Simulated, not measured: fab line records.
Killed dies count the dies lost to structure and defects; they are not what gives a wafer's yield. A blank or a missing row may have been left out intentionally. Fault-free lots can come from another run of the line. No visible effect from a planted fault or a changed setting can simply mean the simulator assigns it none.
Problem report in the 8D (eight disciplines) form, filled by code :: flow berkeleyCmos170 :: the parts of the form that need people (team, actions taken, sign-off) are left out

== 1. WHAT WENT WRONG ==
V1_POLISHED_THK at UCB170_V1_THK_MEAS_04 reads a mean of 1250.7 nm on 2 wafers of 1 lot; wafers without a fault read 1000.0 nm with a standard deviation of 1.1. So: +99 or more standard deviations from the usual mean.
First seen on wafer L264.2, day 10 14:13, on filmMetro-02. The record holds 27 wafers of 9 lots with a number at this step. Rule for "out" (also "out of limits"): further than 4 standard deviations from the usual mean. All remaining wafers that have a number are taken as sound.

== 2. WHAT IT IS; WHAT IT IS NOT ==
question: which readings at this step
is: V1_POLISHED_THK
is not: -

question: which lots
is: L264
is not: L249, L250, L251, L252, L253, L267, L268, L270

question: which wafers of those lots
is: L264.2, L264.6
is not: L264.4

question: read on which gauges
is: filmMetro-02
is not: filmMetro-04

question: when
is: from day 10 14:13
is not: up to then (16 sound wafers); but 9 sound wafers of L267, L268, L270 came after

== 3. SUSPECTS, AND WHAT RULES EACH OUT ==
Counting: if a tool at a process step up to the reading ran every lot that is out, it stays a suspect. Sound lots after the first of them don't rule it out here, since some wafers of a struck lot are sound.
- the gauge at UCB170_V1_THK_MEAS_04 is ruled out. All the wafers that are out were read on filmMetro-02, but those of them that UCB170_V1_ETCH_14 has rows for are out there too, on other tools.
- cmp-01 at UCB170_V1_CMP_02 (polishes SiO2): kept. It processed L264, the lot that is out, at day 10 13:47, and its most recent sound lot before then was L251 at day 7 19:04.
- Within cmp-01 at UCB170_V1_CMP_02, the wafers that are out were processed in chamber 0 and their sound lot-mates in chamber 1.
Remaining after the count: cmp-01 at UCB170_V1_CMP_02.

== 4. THE CAUSE (what the simulator had put in) ==
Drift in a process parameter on cmp-01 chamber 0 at UCB170_V1_CMP_02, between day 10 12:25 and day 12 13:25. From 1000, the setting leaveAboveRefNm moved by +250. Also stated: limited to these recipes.
This tool alone remained once counting was done.

== 5. SEQUENCE OF EFFECTS, ordered by route ==
One row per reading whose mean, taken over the struck wafers that have a number, lies over 3 standard deviations from the usual. Scope: only readings with a usual standard deviation given in the record; hours: median across lots of the time from each lot's start at the first step in this table that gives one to its start at this step; sigmas: change in usual standard deviations.
hours: 0
step: UCB170_V1_THK_MEAS_04
reading: V1_POLISHED_THK
usual: 1000.0 nm
on struck wafers: 1250.7
change: +250.7
sigmas: +99 or more

hours: 4
step: UCB170_V1_ETCH_14
reading: oesProductAu
usual: 0.873 a.u.
on struck wafers: 0.990
change: +0.117
sigmas: +13
It contains these process steps:
- UCB170_V1_ETCH_14: etches SiO2 in CHF3/CF4/Ar, stops on Al, target depth 1250 nm, time 291 s.
At these later measuring or inspecting steps, every struck wafer for which the step has a row has a number for every such reading, and none has moved that far: UCB170_V2_THK_MEAS_01, UCB170_V2_BOW_MEAS_03.

== 6. HOW IT WOULD HAVE BEEN CAUGHT EARLIER ==
The first out-of-limits reading at a measuring or inspecting step in this record came at day 10 14:13, 2 hours after the fault's start at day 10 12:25.
Of the tool readings at UCB170_V1_CMP_02 for which the record gives a usual standard deviation, none was out on any struck wafer, so an alarm limit of 4 standard deviations on them would not have fired.
Lots out: 1; all had begun UCB170_V1_CMP_02 on cmp-01 by day 10 14:13. None of them would have been spared by holding the tool at that moment.
